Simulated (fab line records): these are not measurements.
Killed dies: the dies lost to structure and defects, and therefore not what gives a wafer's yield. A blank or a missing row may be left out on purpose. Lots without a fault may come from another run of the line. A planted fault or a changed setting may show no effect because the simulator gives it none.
Problem report in the 8D (eight disciplines) form, filled by code :: flow berkeleyCmos170 :: the parts of the form that need people (team, actions taken, sign-off) are left out

== 1. WHAT IS WRONG ==
Across 3 wafers from 2 lots, M2_AL_RS at UCB170_M2_RS_MEAS_02 averages 0.0185 ohm/sq, while fault-free wafers read 0.0319 ohm/sq with a standard deviation of 0.00044. Relative to the usual mean, that is a shift of -31 standard deviations.
The step: measures by four-point-probe.
The first sign was on wafer L603.3 at day 10 23:16, on filmMetro-02. The record has a number at this step for 42 wafers belonging to 14 lots. Rule for "out" (also "out of limits"): further than 4 standard deviations from the usual mean. The rest of the wafers with a number are treated as sound.

== 2. WHAT IT IS, WHAT IT ISN'T ==
question: which readings at this step
is: M2_AL_RS
is not: -

question: which lots
is: L603, L606
is not: L586, L587, L589, L590, L591, L592, L596, L597, L599, L600, L601, L609

question: which wafers of those lots
is: L603.3, L606.1, L606.5
is not: L603.1, L603.5, L606.4

question: read on which gauges
is: filmMetro-02
is not: filmMetro-03, filmMetro-04

question: when
is: from day 10 23:16
is not: up to then (32 sound wafers); but 7 sound wafers of L601, L606, L609 came after

== 3. WHAT RULES OUT EACH SUSPECT ==
Counting: a tool at a process step up to the reading stays a suspect if it ran every lot that is out. Sound lots after the first of them don't rule it out here, since some wafers of a struck lot are sound.
- the gauge at UCB170_M2_RS_MEAS_02 has been ruled out. All the wafers that are out were read on filmMetro-02, but those of them that UCB170_M2_METAL_ETCH_18 has rows for are out there too, on other tools.
- pvdSputter-03 at UCB170_M2_SPUTTER_01 (material Al, target thk 900 nm, time 120 s): kept. It processed each lot that is out (first: L603, day 10 23:11); up to then, its last sound lot is L599 (day 10 19:59).
After counting, what remains is pvdSputter-03 at UCB170_M2_SPUTTER_01.

== 4. THE CAUSE (what the simulator had put in) ==
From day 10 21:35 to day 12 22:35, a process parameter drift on pvdSputter-03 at UCB170_M2_SPUTTER_01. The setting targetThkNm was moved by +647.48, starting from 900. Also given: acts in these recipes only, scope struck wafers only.
Counting left only this tool.

== 5. THE EFFECT CHAIN, in route order ==
Rows list readings where the struck wafers' mean (over those with a number) sits beyond 3 standard deviations from the usual. Readings are gone through only where the record gives a usual standard deviation; hours: the median, over the lots, of the time from a lot's start at the first step in this table giving one to that lot's start at this step; sigmas: the change measured in usual standard deviations.
hours: 0
step: UCB170_M2_RS_MEAS_02
reading: M2_AL_RS
usual: 0.0319 ohm/sq
on struck wafers: 0.0185
change: -0.0134
sigmas: -31

hours: 0
step: UCB170_M2_THK_MEAS_03
reading: M2_AL_THK
usual: 917 nm
on struck wafers: 1572
change: +655
sigmas: +50

hours: 3
step: UCB170_M2_METAL_ETCH_18
reading: oesProductAu
usual: 0.857 a.u.
on struck wafers: 0.979
change: +0.122
sigmas: +7.2
It contains these process steps:
- UCB170_M2_METAL_ETCH_18: etches Al in Cl2/BCl3, stops on SiO2, target depth 1170 nm, time 195 s.

== 6. HOW IT WOULD HAVE BEEN CAUGHT EARLIER ==
In this record the first reading out of limits at a measuring or inspecting step was taken at day 10 23:16, 2 hours after the fault began at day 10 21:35.
Of the tool readings at UCB170_M2_SPUTTER_01 for which the record gives a usual standard deviation, none was out on any struck wafer, so an alarm limit of 4 standard deviations on them would not have fired.
L606, from the lots that are out (2), started UCB170_M2_SPUTTER_01 on pvdSputter-03 later than day 10 23:16. It would have been spared by a hold on the tool at that moment.
